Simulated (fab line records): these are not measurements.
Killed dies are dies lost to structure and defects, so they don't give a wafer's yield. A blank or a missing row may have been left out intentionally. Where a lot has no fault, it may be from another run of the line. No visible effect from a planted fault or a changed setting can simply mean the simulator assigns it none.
fab line records	flow berkeley_cmos170
record: lots: 5	wafers: 23
route steps=331 shown ZERO@7 PWELL@36 ACTIVE@65 PFIELD@86 GATE@135
start_h: start of the lot's first displayed wafer, in hours after the record's first day	wait_h: hours elapsed since this lot's preceding step	" repeats the value in the row above	L1.1+2: several wafers, shown together as one row	- no value present, or no start provided	* or withheld: withheld	< > ~ a bound
route shown NAME@n: NAME is a module with steps in the file, n the number in the route of the first one	usual: mean and standard deviation over wafers with no fault	same: alike in all rows	chamber/n: place in a boat	sites: each site's reading	_std_site: their standard deviation	_edge_site: outer sites' mean less inner sites'	radius_mm: for every site, how far away it sits from the centre of the wafer	mask NAME#n: copy n	behind: the last tool/chamber to shape the wafer	hold: the reason the lot was held/the length of the hold in hours/how it ended	device: the n, p or np transistor that did not switch	end of line: tests of these same wafers at the route's end	for a step that has no rows: nothing shown but its recipe	killed: dies that structure and defects cost at the first sort, which is not the same as the wafer's yield	map: a wafer's dies, marking killed ones x, the rest . and places with no die _
set.NAME: the setting as run; set.NAME@STEP: as run at that earlier step	model.NAME: the simulator's own value behind a step, which no gauge read
lots where settings were altered on purpose, with a table for each step and a row for each wafer
== steps ==
step: UCB170_ZERO_COAT_01
recipe: resist: KrF	spin_rpm: 1500	resist_thk_nm: 900
lot.wafer	tool	chamber	start_h	wait_h	set.resist_thk_nm	model.KrF_of_ZERO_COAT_01.thk_nm
L075.1	litho_track-02	0	26.40	0.1	900	897
L075.2	"	0	"	"	874.6	876.2
L075.3	"	0	"	"	900	897.4
L075.5	"	0	"	"	874.6	872.4
L075.6	"	0	"	"	900	898.1
L076.2	litho_track-03	0	26.57	0.1	900	902.4
L076.4	"	0	"	"	900	903.7
L076.5	"	0	"	"	900	898.8
L077.1	litho_track-02	0	39.92	0.1	873.9	872.6
L077.2	"	0	"	"	873.9	869.6
L077.3	"	0	"	"	900	900
L077.4	"	0	"	"	900	899.9
L077.6	"	0	"	"	873.9	873.4
L078.1	litho_track-01	0	39.94	0.1	937.3	932.4
L078.2	"	0	"	"	900	896
L078.3	"	0	"	"	900	894.1
L078.5	"	0	"	"	937.3	935.3
L078.6	"	0	"	"	937.3	930.4
L083.1	litho_track-03	0	64.98	0.1	900	900.1
L083.2	"	0	"	"	900	900.8
L083.4	"	0	"	"	885.1	888.5
L083.5	"	0	"	"	900	900.3
L083.6	"	0	"	"	885.1	887.8
step: UCB170_ZERO_SOFTBAKE_02
recipe: resist: KrF	temp_c: 130	time_s: 60
step: UCB170_ZERO_EXPOSE_03
recipe: mask_id: PM_MARKS	na: 0.5	sigma_outer: 0.6	source_shape: conventional	target_cd_nm: 4000	dose_mj: 30
step: UCB170_ZERO_DEVELOP_05
recipe: developer: TMAH	develop_time_s: 45	resist: KrF	dev_temp_c: 21
step: UCB170_ZERO_ETCH_06
recipe: chemistry: CHF3/CF4/Ar	target: SiO2	time_s: 12	pressure_mtorr: 100	rf_w: 500	CHF3_flow_sccm: 50	cf4_flow_sccm: 10	Ar_flow_sccm: 120	over_etch_frac: 1.58
step: UCB170_ZERO_STRIP_07
recipe: chemistry: O2	power_w: 400	pressure_mtorr: 3500	platen_temp_c: withheld	o2_flow_sccm: 406.5	overash_fraction: 0.5
usual: strip_time_to_endpoint_s: 21.42/0.088
lot.wafer	tool	chamber	start_h	wait_h	set.resist_thk_nm@ZERO_COAT_01	strip_time_to_endpoint_s
L075.1	plasma_asher-03	1	27.87	0.0	900	21.36
L075.2	"	0	"	"	874.6	20.86
L075.3	"	1	"	"	900	21.34
L075.5	"	0	"	"	874.6	20.77
L075.6	"	1	"	"	900	21.40
L076.2	plasma_asher-04	1	27.90	0.0	900	21.50
L076.4	"	1	"	"	900	21.52
L076.5	"	1	"	"	900	21.41
L077.1	plasma_asher-01	1	41.42	0.0	873.9	20.77
L077.2	"	0	"	"	873.9	20.72
L077.3	"	0	"	"	900	21.45
L077.4	"	1	"	"	900	21.42
L077.6	"	1	"	"	873.9	20.79
L078.1	plasma_asher-03	0	41.44	0.0	937.3	22.20
L078.2	"	1	"	"	900	21.33
L078.3	"	0	"	"	900	21.30
L078.5	"	1	"	"	937.3	22.25
L078.6	"	0	"	"	937.3	22.15
L083.1	plasma_asher-01	1	66.67	0.0	900	21.43
L083.2	"	0	"	"	900	21.45
L083.4	"	1	"	"	885.1	21.15
L083.5	"	0	"	"	900	21.45
L083.6	"	1	"	"	885.1	21.15
step: UCB170_PWELL_OXIDATION_02
recipe: temp_c: 1000	ambient: O2	target_thk_a: 264	ox_time_s: 1260
lot.wafer	tool	chamber	start_h	wait_h	set.ox_time_s	model.SiO2_of_PWELL_OXIDATION_02.thk_nm
L075.1	-	-	-	3.9	1120	23.66
L075.2	"	-	"	"	1120	23.46
L075.3	"	-	"	"	1120	24.19
L075.5	"	-	"	"	1120	24.52
L075.6	"	-	"	"	1120	24.06
L076.2	furnace-04	0	53.20	3.6	1260	26.3
L076.4	"	0	"	"	1260	26.32
L076.5	"	0	"	"	1260	26.77
L077.1	-	-	-	3.5	1134	24.99
L077.2	"	-	"	"	1134	24.24
L077.3	"	-	"	"	1134	24.68
L077.4	"	-	"	"	1134	25.01
L077.6	"	-	"	"	1134	24.66
L078.1	-	-	-	3.5	1131	24.58
L078.2	"	-	"	"	1131	24.78
L078.3	"	-	"	"	1131	24.91
L078.5	"	-	"	"	1131	24.5
L078.6	"	-	"	"	1131	24.17
L083.1+5	-	-	-	5.7	1321	27.3
L083.2	"	-	"	"	1321	27.06
L083.4	"	-	"	"	1321	26.98
L083.6	"	-	"	"	1321	27.13
step: UCB170_PWELL_THK_MEAS_03
recipe: reads: SiO2_of_PWELL_OXIDATION_02
usual: PWELL_OXIDE_THK: 26.2/0.51
lot.wafer	tool	chamber	start_h	wait_h	set.ox_time_s@PWELL_OXIDATION_02	PWELL_OXIDE_THK[nm]
L075.1	film_metro-01	-	-	-	1120	23.8
L075.2	"	-	"	"	1120	23.4
L075.3	"	-	"	"	1120	24.2
L075.5	"	-	"	"	1120	24.5
L075.6	"	-	"	"	1120	24.0
L076.2	film_metro-04	-	54.56	0.0	1260	26.3
L076.4	"	-	"	"	1260	26.3
L076.5	"	-	"	"	1260	26.8
L077.1	film_metro-01	-	-	-	1134	25.0
L077.2	"	-	"	"	1134	24.3
L077.3	"	-	"	"	1134	24.7
L077.4	"	-	"	"	1134	25.0
L077.6	"	-	"	"	1134	24.7
L078.1	film_metro-04	-	-	-	1131	24.6
L078.2	"	-	"	"	1131	24.8
L078.3	"	-	"	"	1131	24.9
L078.5	"	-	"	"	1131	24.5
L078.6	"	-	"	"	1131	24.2
L083.1	film_metro-01	-	-	-	1321	27.3
L083.2	"	-	"	"	1321	27.1
L083.4	"	-	"	"	1321	27.0
L083.5	"	-	"	"	1321	27.3
L083.6	"	-	"	"	1321	27.1
step: UCB170_ACTIVE_CVD_05
recipe: material: Si3N4	target_thk_nm: 220	temp_c: 800	precursor: SiH2Cl2/NH3	time_s: 3300	pressure_mtorr: 200	sih2cl2_flow_sccm: 25	nh3_flow_sccm: 75
lot.wafer	tool	chamber	start_h	wait_h	set.temp_c	model.Si3N4_of_ACTIVE_CVD_05.thk_nm
L075.1+5	-	-	-	0.0	784.4	163.8
L075.2	"	-	"	"	784.4	162.7
L075.3	"	-	"	"	784.4	163.7
L075.6	"	-	"	"	784.4	162.4
L076.2	lpcvd-02	0	96.24	0.0	800	224.5
L076.4	"	0	"	"	800	221.2
L076.5	"	0	"	"	800	220.3
L078.1	-	-	-	0.0	800	221.3
L078.2	"	-	"	"	800	219.7
L078.3	"	-	"	"	800	220.3
L078.5	"	-	"	"	800	220.2
L078.6	"	-	"	"	800	222.1
L077.1	-	-	-	0.0	778	144.2
L077.2	"	-	"	"	778	144
L077.3	"	-	"	"	778	144.3
L077.4	"	-	"	"	778	145.3
L077.6	"	-	"	"	778	145.1
L083.1	-	-	-	0.0	817.6	302.9
L083.2+5	"	-	"	"	817.6	305.5
L083.4	"	-	"	"	817.6	304.5
L083.6	"	-	"	"	817.6	306.1
step: UCB170_ACTIVE_THK_MEAS_06
recipe: reads: Si3N4_of_ACTIVE_CVD_05
usual: ACTIVE_NITRIDE_THK: 221.0/2.3
lot.wafer	tool	chamber	start_h	wait_h	set.temp_c@ACTIVE_CVD_05	ACTIVE_NITRIDE_THK[nm]
L075.1	film_metro-03	-	-	-	784.4	163.7
L075.2	"	-	"	"	784.4	162.6
L075.3	"	-	"	"	784.4	163.6
L075.5	"	-	"	"	784.4	163.9
L075.6	"	-	"	"	784.4	162.4
L076.2	film_metro-02	-	98.16	0.0	800	224.5
L076.4	"	-	"	"	800	221.3
L076.5	"	-	"	"	800	220.3
L078.1	film_metro-03	-	-	-	800	221.2
L078.2	"	-	"	"	800	219.8
L078.3	"	-	"	"	800	220.4
L078.5	"	-	"	"	800	220.2
L078.6	"	-	"	"	800	222.1
L077.1	film_metro-04	-	-	-	778	144.2
L077.2	"	-	"	"	778	144.0
L077.3	"	-	"	"	778	144.2
L077.4	"	-	"	"	778	145.4
L077.6	"	-	"	"	778	145.2
L083.1	film_metro-02	-	-	-	817.6	302.9
L083.2	"	-	"	"	817.6	305.3
L083.4	"	-	"	"	817.6	304.4
L083.5	"	-	"	"	817.6	305.5
L083.6	"	-	"	"	817.6	306.2
step: UCB170_ACTIVE_EXPOSE_10
recipe: mask_id: ACTIVE	target_cd_nm: 1200	na: 0.5	sigma_outer: 0.6	source_shape: conventional	dose_mj: 20
lot.wafer	tool	chamber	start_h	wait_h	mask	set.dose_mj
L075.1+3	krf_scanner-02	0	98.77	0.1	ACTIVE#0	20
L075.2+5+6	"	0	"	"	ACTIVE#0	19.6
L076.2+4+5	krf_scanner-01	0	99.03	0.3	ACTIVE#0	20
L078.1+5	krf_scanner-01	0	108.65	0.5	ACTIVE#0	19.37
L078.2+3+6	"	0	"	"	ACTIVE#0	20
L077.1+2+3+4+6	krf_scanner-01	0	113.48	0.1	ACTIVE#0	20
L083.1+4+5	krf_scanner-02	0	140.13	0.3	ACTIVE#0	20.74
L083.2+6	"	0	"	"	ACTIVE#0	20
step: UCB170_ACTIVE_PEB_11
recipe: peb_temp_c: 130	peb_time_s: withheld	resist: KrF
step: UCB170_ACTIVE_DEVELOP_12
recipe: developer: TMAH	develop_time_s: 45	resist: KrF	dev_temp_c: 21
step: UCB170_ACTIVE_CD_MEAS_13
recipe: target_cd_nm: 1200
usual: cd_nm: 1199.6/1.4
lot.wafer	tool	chamber	start_h	wait_h	set.dose_mj@ACTIVE_EXPOSE_10	cd_nm
L075.1	cd_sem-02	-	99.16	-	20	1197.9
L075.2	"	-	"	"	19.6	1202.6
L075.3	"	-	"	"	20	1200.9
L075.5	"	-	"	"	19.6	1201.8
L075.6	"	-	"	"	19.6	1203.1
L076.2	cd_sem-01	-	99.42	-	20	1200.1
L076.4	"	-	"	"	20	1199.4
L076.5	"	-	"	"	20	1200.0
L078.1	cd_sem-02	-	109.04	-	19.37	1204.9
L078.2	"	-	"	"	20	1200.1
L078.3	"	-	"	"	20	1199.2
L078.5	"	-	"	"	19.37	1205.7
L078.6	"	-	"	"	20	1198.8
L077.1	cd_sem-01	-	113.88	-	20	1201.5
L077.2	"	-	"	"	20	1199.8
L077.3	"	-	"	"	20	1201.1
L077.4	"	-	"	"	20	1200.4
L077.6	"	-	"	"	20	1200.7
L083.1	cd_sem-01	-	140.56	-	20.74	1190.5
L083.2	"	-	"	"	20	1197.5
L083.4	"	-	"	"	20.74	1192.0
L083.5	"	-	"	"	20.74	1191.5
L083.6	"	-	"	"	20	1197.0
step: UCB170_ACTIVE_ETCH_15
recipe: chemistry: CH3F/Ar/O2	target: Si3N4	stop_on: SiO2	CH3F_flow_sccm: 20	Ar_flow_sccm: 50	O2_flow_sccm: 7	pressure_mtorr: 50	rf_w: 450	target_depth_a: 2420	over_etch_frac: 0.1	time_s: 151
usual: oes_product_au: 0.949/0.012
lot.wafer	tool	chamber	start_h	wait_h	set.temp_c@ACTIVE_CVD_05	set.dose_mj@ACTIVE_EXPOSE_10	oes_product_au	model.etch.depth_nm	model.ACTIVE.cd_nm
L075.1	rie_diel-04	0	99.31	0.0	784.4	20	0.795	163.8	1198
L075.2	"	2	"	"	784.4	19.6	0.795	162.7	1203
L075.3	"	1	"	"	784.4	20	0.785	163.7	1201
L075.5	"	2	"	"	784.4	19.6	0.799	163.8	1202
L075.6	"	3	"	"	784.4	19.6	0.785	162.4	1203
L076.2	rie_diel-03	0	99.55	0.0	800	20	0.966	224.5	1200
L076.4	"	2	"	"	800	20	0.935	221.2	1199
L076.5	"	2	"	"	800	20	0.938	220.3	1200
L078.1	rie_diel-01	1	109.19	0.0	800	19.37	0.956	221.3	1205
L078.2	"	3	"	"	800	20	0.930	219.7	1201
L078.3	"	2	"	"	800	20	0.948	-	1199
L078.5	"	0	"	"	800	19.37	0.962	220.2	1206
L078.6	"	3	"	"	800	20	0.943	-	1199
L077.1	rie_diel-03	1	114.03	0.0	778	20	0.748	-	1202
L077.2	"	3	"	"	778	20	0.761	-	1200
L077.3	"	0	"	"	778	20	0.759	144.3	1202
L077.4	"	0	"	"	778	20	0.757	-	1200
L077.6	"	1	"	"	778	20	0.749	145.1	1201
L083.1	rie_diel-04	2	140.72	0.0	817.6	20.74	1.012	244.9	1191
L083.2	"	1	"	"	817.6	20	0.994	242	1197
L083.4	"	0	"	"	817.6	20.74	0.983	236	1192
L083.5	"	2	"	"	817.6	20.74	1.025	246.7	1191
L083.6	"	1	"	"	817.6	20	0.995	241.8	1197
step: UCB170_ACTIVE_STRIP_16
recipe: chemistry: O2	power_w: 400	pressure_mtorr: 3500	platen_temp_c: withheld	o2_flow_sccm: 400	overash_fraction: 0.5
step: UCB170_ACTIVE_CD_MEAS_90
recipe: target_cd_nm: 1200
usual: cd_nm: 1199.6/1.3
lot.wafer	tool	chamber	start_h	wait_h	set.dose_mj@ACTIVE_EXPOSE_10	cd_nm
L075.1	cd_sem-02	-	99.51	0.1	20	1197.7
L075.2	"	-	"	"	19.6	1202.9
L075.3	"	-	"	"	20	1200.6
L075.5	"	-	"	"	19.6	1201.7
L075.6	"	-	"	"	19.6	1203.2
L076.2	cd_sem-02	-	99.78	0.1	20	1200.2
L076.4	"	-	"	"	20	1199.7
L076.5	"	-	"	"	20	1200.2
L078.1	cd_sem-02	-	109.40	0.1	19.37	1204.9
L078.2	"	-	"	"	20	1200.3
L078.3	"	-	"	"	20	1198.9
L078.5	"	-	"	"	19.37	1206.0
L078.6	"	-	"	"	20	1199.2
L077.1	cd_sem-02	-	114.23	0.1	20	1201.6
L077.2	"	-	"	"	20	1199.9
L077.3	"	-	"	"	20	1201.4
L077.4	"	-	"	"	20	1200.5
L077.6	"	-	"	"	20	1200.8
L083.1	cd_sem-01	-	140.92	0.1	20.74	1190.5
L083.2	"	-	"	"	20	1197.1
L083.4	"	-	"	"	20.74	1192.0
L083.5	"	-	"	"	20.74	1191.3
L083.6	"	-	"	"	20	1197.6
step: UCB170_PFIELD_IMPLANT_07
recipe: species: B	dose_cm2: 2e+13	energy_kev: 80	tilt_deg: 7
lot.wafer	tool	chamber	start_h	wait_h	set.dose_cm2
L075.1+6	implanter-03	0	101.08	0.0	2e+13
L075.2+3+5	"	0	"	"	2.139e+13
L076.2+4+5	implanter-01	0	101.83	0.0	2e+13
L078.1+2+3+5+6	implanter-03	0	111.23	0.0	2e+13
L077.1+3	implanter-01	0	117.73	0.0	1.955e+13
L077.2+4+6	"	0	"	"	2e+13
L083.1+5	implanter-04	0	142.42	0.0	2.085e+13
L083.2+4+6	"	0	"	"	2e+13
step: UCB170_PFIELD_STRIP_08
recipe: chemistry: O2	power_w: 400	pressure_mtorr: 3500	platen_temp_c: withheld	o2_flow_sccm: 400	overash_fraction: 0.5
step: UCB170_PFIELD_TW_MEAS_09
usual: PFIELD_TW: 602/4.6
lot.wafer	tool	chamber	start_h	wait_h	set.dose_cm2@PFIELD_IMPLANT_07	PFIELD_TW
L075.1	film_metro-02	-	101.33	0.1	2e+13	605
L075.2	"	-	"	"	2.139e+13	619
L075.3	"	-	"	"	2.139e+13	619
L075.5	"	-	"	"	2.139e+13	619
L075.6	"	-	"	"	2e+13	606
L076.2	film_metro-03	-	102.07	0.1	2e+13	599
L076.4	"	-	"	"	2e+13	600
L076.5	"	-	"	"	2e+13	603
L078.1	film_metro-03	-	111.48	0.1	2e+13	599
L078.2	"	-	"	"	2e+13	596
L078.3	"	-	"	"	2e+13	600
L078.5	"	-	"	"	2e+13	600
L078.6	"	-	"	"	2e+13	599
L077.1	film_metro-03	-	117.98	0.1	1.955e+13	597
L077.2	"	-	"	"	2e+13	600
L077.3	"	-	"	"	1.955e+13	596
L077.4	"	-	"	"	2e+13	601
L077.6	"	-	"	"	2e+13	598
L083.1	film_metro-03	-	142.67	0.1	2.085e+13	609
L083.2	"	-	"	"	2e+13	593
L083.4	"	-	"	"	2e+13	596
L083.5	"	-	"	"	2.085e+13	606
L083.6	"	-	"	"	2e+13	595
step: UCB170_GATE_EXPOSE_09
recipe: mask_id: POLY	target_cd_nm: 350	na: 0.5	sigma_outer: 0.6	source_shape: conventional	dose_mj: 21
lot.wafer	tool	chamber	start_h	wait_h	mask	set.dose_mj
L075.1+3+5	krf_scanner-01	0	153.98	-	POLY#0	21
L075.2+6	"	0	"	"	POLY#0	19.7
L076.2+4+5	krf_scanner-02	0	154.24	-	POLY#0	21
L078.1+3+5	krf_scanner-01	0	166.76	-	POLY#0	21.51
L078.2+6	"	0	"	"	POLY#0	21
L077.1+2+3+4+6	krf_scanner-01	0	166.88	-	POLY#0	21
L083.1+4	krf_scanner-02	0	193.92	-	POLY#0	22.35
L083.2+5+6	"	0	"	"	POLY#0	21
step: UCB170_GATE_PEB_10
recipe: peb_temp_c: 130	peb_time_s: withheld	resist: KrF
lot.wafer	tool	chamber	start_h	wait_h	set.peb_temp_c
L075.1+2	litho_track-02	0	154.10	0.1	130
L075.3+5+6	"	0	"	"	131.4
L076.2+4+5	litho_track-04	0	154.36	0.1	130
L078.1+5+6	litho_track-02	0	167.46	0.7	127.1
L078.2+3	"	0	"	"	130
L077.1+6	litho_track-03	0	167.50	0.6	130
L077.2+3+4	"	0	"	"	126.6
L083.1+6	litho_track-03	0	194.04	0.1	132.8
L083.2+4+5	"	0	"	"	130
step: UCB170_GATE_DEVELOP_11
recipe: developer: TMAH	develop_time_s: 45	resist: KrF	dev_temp_c: 21
step: UCB170_GATE_CD_MEAS_12
recipe: target_cd_nm: 350
usual: cd_nm: 350.4/1.6
lot.wafer	tool	chamber	start_h	wait_h	set.dose_mj@GATE_EXPOSE_09	set.peb_temp_c@GATE_PEB_10	cd_nm
L075.1	cd_sem-02	-	154.37	-	21	130	349.0
L075.2	"	-	"	"	19.7	130	360.3
L075.3	"	-	"	"	21	131.4	340.3
L075.5	"	-	"	"	21	131.4	339.0
L075.6	"	-	"	"	19.7	131.4	352.1
L076.2	cd_sem-01	-	154.63	-	21	130	351.7
L076.4	"	-	"	"	21	130	352.6
L076.5	"	-	"	"	21	130	353.1
L078.1	cd_sem-01	-	167.73	-	21.51	127.1	369.1
L078.2	"	-	"	"	21	130	352.7
L078.3	"	-	"	"	21.51	130	347.3
L078.5	"	-	"	"	21.51	127.1	369.2
L078.6	"	-	"	"	21	127.1	374.5
L077.1	cd_sem-01	-	167.85	-	21	130	351.9
L077.2	"	-	"	"	21	126.6	377.2
L077.3	"	-	"	"	21	126.6	377.3
L077.4	"	-	"	"	21	126.6	377.0
L077.6	"	-	"	"	21	130	353.0
L083.1	cd_sem-01	-	194.32	-	22.35	132.8	322.1
L083.2	"	-	"	"	21	130	349.7
L083.4	"	-	"	"	22.35	130	338.9
L083.5	"	-	"	"	21	130	348.0
L083.6	"	-	"	"	21	132.8	332.3
step: UCB170_GATE_ETCH_14
recipe: chemistry: N2/H2	target_depth_a: withheld	overetch_a: withheld	target: BARC	time_s: withheld	source_w: 500	bias_w: 100	pressure_mtorr: 30	n2_flow_sccm: 100	h2_flow_sccm: 200
step: UCB170_GATE_ETCH_15
recipe: chemistry: HBr/Cl2	target: poly-Si	stop_on: SiO2	over_etch_frac: 0.3	icp_w: 300	bias_w: 150	time_s: 56.3	pressure_mtorr: 15	HBr_flow_sccm: 150	Cl2_flow_sccm: 50	target_depth_a: 2782
lot.wafer	tool	chamber	start_h	wait_h	set.dose_mj@GATE_EXPOSE_09	set.peb_temp_c@GATE_PEB_10	model.GATE.cd_nm
L075.1	rie_si-01	2	154.57	-	21	130	349.5
L075.2	"	3	"	"	19.7	130	359.9
L075.3	"	0	"	"	21	131.4	341
L075.5	"	0	"	"	21	131.4	338.9
L075.6	"	1	"	"	19.7	131.4	352.7
L076.2	rie_si-02	3	154.81	-	21	130	352.2
L076.4	"	1	"	"	21	130	353.1
L076.5	"	0	"	"	21	130	353.7
L078.1	rie_si-02	3	167.93	-	21.51	127.1	369.2
L078.2	"	1	"	"	21	130	353
L078.3	"	0	"	"	21.51	130	347.1
L078.5	"	0	"	"	21.51	127.1	369.1
L078.6	"	1	"	"	21	127.1	374.6
L077.1	rie_si-01	0	168.05	-	21	130	352.2
L077.2	"	2	"	"	21	126.6	377.4
L077.3	"	1	"	"	21	126.6	378
L077.4	"	1	"	"	21	126.6	378.2
L077.6	"	0	"	"	21	130	352.4
L083.1	rie_si-02	1	194.51	-	22.35	132.8	322.2
L083.2	"	3	"	"	21	130	349.9
L083.4	"	0	"	"	22.35	130	338.9
L083.5	"	3	"	"	21	130	348.4
L083.6	"	1	"	"	21	132.8	333.1
step: UCB170_GATE_STRIP_16
recipe: chemistry: O2	power_w: 400	pressure_mtorr: 3500	platen_temp_c: withheld	o2_flow_sccm: 400	overash_fraction: 0.5
step: UCB170_GATE_CD_MEAS_90
recipe: target_cd_nm: 350
usual: cd_nm: 350.5/1.5
lot.wafer	tool	chamber	start_h	wait_h	set.dose_mj@GATE_EXPOSE_09	set.peb_temp_c@GATE_PEB_10	cd_nm
L075.1	cd_sem-01	-	154.73	0.1	21	130	349.7
L075.2	"	-	"	"	19.7	130	360.0
L075.3	"	-	"	"	21	131.4	341.5
L075.5	"	-	"	"	21	131.4	339.2
L075.6	"	-	"	"	19.7	131.4	352.2
L076.2	cd_sem-02	-	154.98	0.1	21	130	352.4
L076.4	"	-	"	"	21	130	352.8
L076.5	"	-	"	"	21	130	353.5
L078.1	cd_sem-02	-	168.08	0.1	21.51	127.1	369.3
L078.2	"	-	"	"	21	130	352.9
L078.3	"	-	"	"	21.51	130	347.0
L078.5	"	-	"	"	21.51	127.1	369.3
L078.6	"	-	"	"	21	127.1	374.4
L077.1	cd_sem-01	-	168.20	0.1	21	130	352.2
L077.2	"	-	"	"	21	126.6	377.4
L077.3	"	-	"	"	21	126.6	378.0
L077.4	"	-	"	"	21	126.6	378.2
L077.6	"	-	"	"	21	130	352.6
L083.1	cd_sem-01	-	194.66	0.1	22.35	132.8	322.3
L083.2	"	-	"	"	21	130	350.0
L083.4	"	-	"	"	22.35	130	339.3
L083.5	"	-	"	"	21	130	348.4
L083.6	"	-	"	"	21	132.8	333.1
== key ==
split: step: UCB170_ZERO_COAT_01	setting: resist_thk_nm	stated: 900	by: wafer
response: step: UCB170_ZERO_COAT_01	reading: model.KrF_of_ZERO_COAT_01.thk_nm	change: +8.9	per: 1%	r: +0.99
response: step: UCB170_ZERO_STRIP_07	reading: strip_time_to_endpoint_s	change: *	per: 1%	r: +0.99
split: step: UCB170_PWELL_OXIDATION_02	setting: ox_time_s	stated: 1260	by: lot
response: step: UCB170_PWELL_OXIDATION_02	reading: model.SiO2_of_PWELL_OXIDATION_02.thk_nm	change: +0.183	per: 1%	r: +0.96
response: step: UCB170_PWELL_THK_MEAS_03	reading: PWELL_OXIDE_THK	change: +0.183	per: 1%	r: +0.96
split: step: UCB170_ACTIVE_CVD_05	setting: temp_c	stated: 800	by: lot
response: step: UCB170_ACTIVE_CVD_05	reading: model.Si3N4_of_ACTIVE_CVD_05.thk_nm	change: +32.3	per: 1%	r: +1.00
response: step: UCB170_ACTIVE_THK_MEAS_06	reading: ACTIVE_NITRIDE_THK	change: +32.3	per: 1%	r: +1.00
response: step: UCB170_ACTIVE_ETCH_15	reading: oes_product_au	change: +0.0534	per: 1%	r: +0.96
response: step: UCB170_ACTIVE_ETCH_15	reading: model.etch.depth_nm	change: +19.8	per: 1%	r: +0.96
split: step: UCB170_ACTIVE_EXPOSE_10	setting: dose_mj	stated: 20	by: wafer
response: step: UCB170_ACTIVE_CD_MEAS_13	reading: cd_nm	change: -1.69	per: 1%	r: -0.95
response: step: UCB170_ACTIVE_ETCH_15	reading: model.ACTIVE.cd_nm	change: -1.68	per: 1%	r: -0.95
response: step: UCB170_ACTIVE_CD_MEAS_90	reading: cd_nm	change: -1.74	per: 1%	r: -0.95
split: step: UCB170_PFIELD_IMPLANT_07	setting: dose_cm2	stated: 2e+13	by: wafer
response: step: UCB170_PFIELD_TW_MEAS_09	reading: PFIELD_TW	change: +2.14	per: 1%	r: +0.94
split: step: UCB170_GATE_EXPOSE_09	setting: dose_mj	stated: 21	by: wafer
response: step: UCB170_GATE_CD_MEAS_12	reading: cd_nm	slope: -1.73	per: 1%	together_with: peb_temp_c@GATE_PEB_10	explained: 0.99
response: step: UCB170_GATE_ETCH_15	reading: model.GATE.cd_nm	slope: -1.74	per: 1%	together_with: peb_temp_c@GATE_PEB_10	explained: 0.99
response: step: UCB170_GATE_CD_MEAS_90	reading: cd_nm	slope: -1.68	per: 1%	together_with: peb_temp_c@GATE_PEB_10	explained: 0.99
split: step: UCB170_GATE_PEB_10	setting: peb_temp_c	stated: 130	by: wafer
response: step: UCB170_GATE_CD_MEAS_12	reading: cd_nm	change: -9.22	per: 1%	r: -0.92
response: step: UCB170_GATE_ETCH_15	reading: model.GATE.cd_nm	change: -9.29	per: 1%	r: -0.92
response: step: UCB170_GATE_CD_MEAS_90	reading: cd_nm	change: -9.32	per: 1%	r: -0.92
